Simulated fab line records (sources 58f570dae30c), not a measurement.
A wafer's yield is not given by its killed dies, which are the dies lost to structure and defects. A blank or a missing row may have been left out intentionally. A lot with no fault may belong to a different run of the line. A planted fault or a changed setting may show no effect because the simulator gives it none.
8D (eight disciplines) problem report, filled in by code ; flow berkeley_cmos170 ; the parts of the form that need people (team, actions taken, sign-off) are left out

## 1. PROBLEM STATEMENT
On 2 wafers of 1 lot, exposure_dose_mJ_cm2 at UCB170_NSD_EXPOSE_03 has a mean of 29.77; fault-free wafers read 29.98, standard deviation 0.038. That puts it -5.7 standard deviations away from the usual mean.
The step: exposes mask NSELECT MOD, target cd 1200 nm.
First observed at day 13 03:11: wafer L172.3, on krf_scanner-02. At this step, 38 wafers from 13 lots have a number in the record. Rule for "out" (also "out of limits"): further than 4 standard deviations from the usual mean. The other wafers with a number count as sound.

## 2. WHAT IT IS; WHAT IT IS NOT
question;is;is not
which readings at this step;exposure_dose_mJ_cm2;-
which lots;L172;L151, L152, L153, L155, L156, L158, L159, L160, L163, L169, L173, L174
which wafers of those lots;all that have a number;-
read on which tools;krf_scanner-02;krf_scanner-01
when;from day 13 03:11;"up to then (30 sound wafers); but 6 sound wafers of L173, L174 came after"

## 3. THE SUSPECTS, EACH WITH WHAT RULES IT OUT
Counting: a tool at any process step up to the reading remains a suspect when it ran all the lots that are out and ran no sound lot after the first of those.
- rie_diel-01 at UCB170_SPACER_ETCHBACK_03 (etches SiO2 in CHF3/CF4/Ar, stops on Si, target depth 376 nm, time 100 s): ruled out as a lasting fault. Sound lots L174 ran on it after its first lot that is out, L172 (day 12 22:35).
- krf_scanner-02 at UCB170_NSD_EXPOSE_03 (exposes mask NSELECT MOD, target cd 1200 nm): kept. It ran the lot that is out, L172 (day 13 03:11), and no sound lot after that; its last sound lot up to then is L163 (day 10 06:41). Its own exposure_dose_mJ_cm2 readings are out on those wafers.
After counting, what remains is krf_scanner-02 at UCB170_NSD_EXPOSE_03.

## 4. THE CAUSE (what the simulator had put in)
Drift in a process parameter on krf_scanner-02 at UCB170_NSD_EXPOSE_03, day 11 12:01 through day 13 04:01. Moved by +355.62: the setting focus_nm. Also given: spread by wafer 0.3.
Counting left only this tool.

## 5. SEQUENCE OF EFFECTS, ordered by route
One row per reading whose mean, taken over the struck wafers that have a number, lies over 3 standard deviations from the usual. Readings are gone through only where the record gives a usual standard deviation; hours: the median, over the lots, of the time from a lot's start at the first step in this table giving one to that lot's start at this step; sigmas: the change measured in usual standard deviations.
hours;step;reading;usual;on struck wafers;change;sigmas
0;UCB170_NSD_EXPOSE_03;exposure_dose_mJ_cm2;29.98;29.77;-0.21;-5.7
Its process steps:
- UCB170_NSD_EXPOSE_03: exposes mask NSELECT MOD, target cd 1200 nm.

## 6. HOW IT WOULD HAVE BEEN CAUGHT EARLIER
39 hours passed between the start of the fault at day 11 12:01 and the first reading out of limits in this record, taken at day 13 03:11.
